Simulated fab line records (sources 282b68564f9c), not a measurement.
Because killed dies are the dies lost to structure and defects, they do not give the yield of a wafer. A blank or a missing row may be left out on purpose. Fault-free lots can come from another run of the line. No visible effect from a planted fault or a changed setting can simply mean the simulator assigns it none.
fab line records	flow ritCmos
[record] lots = 15	wafers = 45	lastDay = 7
route steps=202 shown NRETRO@57
lots that met no fault: from a run of the same line without faults
startH: hours from the record's first day to the start of the lot's first wafer shown	waitH: hours since the lot's step before	" same as the row above	L1.1+2: several wafers, shown together as one row	- no value present, or no start provided	* or withheld: withheld	< > ~ a bound
route shown NAME@n: names a module that has steps shown in the file, with the first one's number in the route	usual: mean/standard deviation taken from wafers without a fault	same: alike in all rows	chamber/n: place in a boat	sites: per-site readings	_std_site: the standard deviation of these	_edge_site: outer sites' mean less inner sites'	radiusMm: how far each site lies from the wafer's centre	mask NAME#n: copy n	behind: the tool/chamber that last shaped the wafer	hold: why the lot went on hold/how many hours it stayed there/how the hold came to an end	device: names the non-switching transistor (n, p or np)	end of line: tests run on the same wafers once the route is complete	a step given without rows: its recipe and nothing more	killed: dies lost to structure and defects at the first sort, not the wafer's yield	map: the dies of a wafer, with x for killed, . for not killed, _ for no die there
set.NAME: the setting as run; set.NAME@STEP: as run at that earlier step	model.NAME: the simulator's own value behind a step, which no gauge read
the route's steps for a sample of lots (tables are steps, rows are wafers)
[[steps]]
[step RIT_NRETRO_PEB_04]
[recipe] resist = NOVOLAK	tempC = withheld	timeS = withheld
[usual] chillPlateTempC = *	exhaustPa = 45.1/0.88
lot.wafer	tool	chamber	startH	waitH	chillPlateTempC	exhaustPa
L409.1	lithoTrack-02	0	29.84	0.1	*	45.7
L409.5	"	0	"	"	*	45.9
L409.6	"	0	"	"	*	45.0
L411.3	lithoTrack-04	0	42.09	0.1	*	46.4
L411.4	"	0	"	"	*	45.7
L411.6	"	0	"	"	*	44.5
L412.2	lithoTrack-04	0	46.25	0.1	*	45.8
L412.3	"	0	"	"	*	45.3
L412.4	"	0	"	"	*	46.1
L413.1	lithoTrack-03	0	50.35	0.1	*	45.1
L413.2	"	0	"	"	*	45.2
L413.4	"	0	"	"	*	44.5
L414.1	lithoTrack-04	0	54.42	0.1	*	45.4
L414.3	"	0	"	"	*	45.5
L414.5	"	0	"	"	*	44.6
L415.1	lithoTrack-03	0	63.41	0.1	*	46.0
L415.2	"	0	"	"	*	44.3
L415.6	"	0	"	"	*	44.7
L416.1	lithoTrack-03	0	64.61	0.2	*	43.6
L416.3	"	0	"	"	*	44.2
L416.5	"	0	"	"	*	43.4
L417.1	lithoTrack-03	0	69.61	0.1	*	47.1
L417.2	"	0	"	"	*	46.1
L417.3	"	0	"	"	*	46.1
L418.2	lithoTrack-02	0	74.56	0.1	*	45.3
L418.3	"	0	"	"	*	45.1
L418.6	"	0	"	"	*	44.9
L419.3	lithoTrack-02	-	80.22	0.1	-	-
L419.4	"	-	"	"	-	-
L419.6	"	-	"	"	-	-
L420.1	lithoTrack-03	-	84.81	0.1	-	-
L420.3	"	-	"	"	-	-
L420.6	"	-	"	"	-	-
L421.1	lithoTrack-02	-	88.98	0.1	-	-
L421.2	"	-	"	"	-	-
L421.3	"	-	"	"	-	-
L424.1	lithoTrack-04	0	103.47	0.1	*	44.6
L424.3	"	0	"	"	*	46.2
L424.4	"	0	"	"	*	45.9
L430.1	lithoTrack-04	0	135.05	0.1	*	45.2
L430.2	"	0	"	"	*	45.1
L430.3	"	0	"	"	*	43.9
L432.1	lithoTrack-02	0	143.81	0.1	*	44.4
L432.4	"	0	"	"	*	44.1
L432.5	"	0	"	"	*	43.4
[[key]]
[firstSign] step = RIT_NRETRO_PEB_04	reading = toolRecord	direction = missing
effect none on later readings
metAt RIT_NRETRO_PEB_04
struckLots L419,L420,L421
sortLeftOut L419.3,L419.4,L419.6,L420.1,L420.3,L420.6,L421.1,L421.2,L421.3
testerLeftOut L419,L420,L421
onsetBetween 74.56 80.22
[fault] kind = skippedStepWhole	tool = lithoTrack-02,lithoTrack-03	chamber = -	onsetH = 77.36	steps = RIT_NRETRO_PEB_04	scope = struckLotsOnly
// testerLeftOut: of these lots the tester's yield and bins aren't shown, on N5 and GAA mostly nor the transistor test; their killed dies are dies lost to structure and defects alone, not to doping, threshold or leakage, so they don't give the yield
// sortLeftOut: the simulated sort isn't trusted on such a fault, so these wafers' sort isn't shown, and their yield isn't known
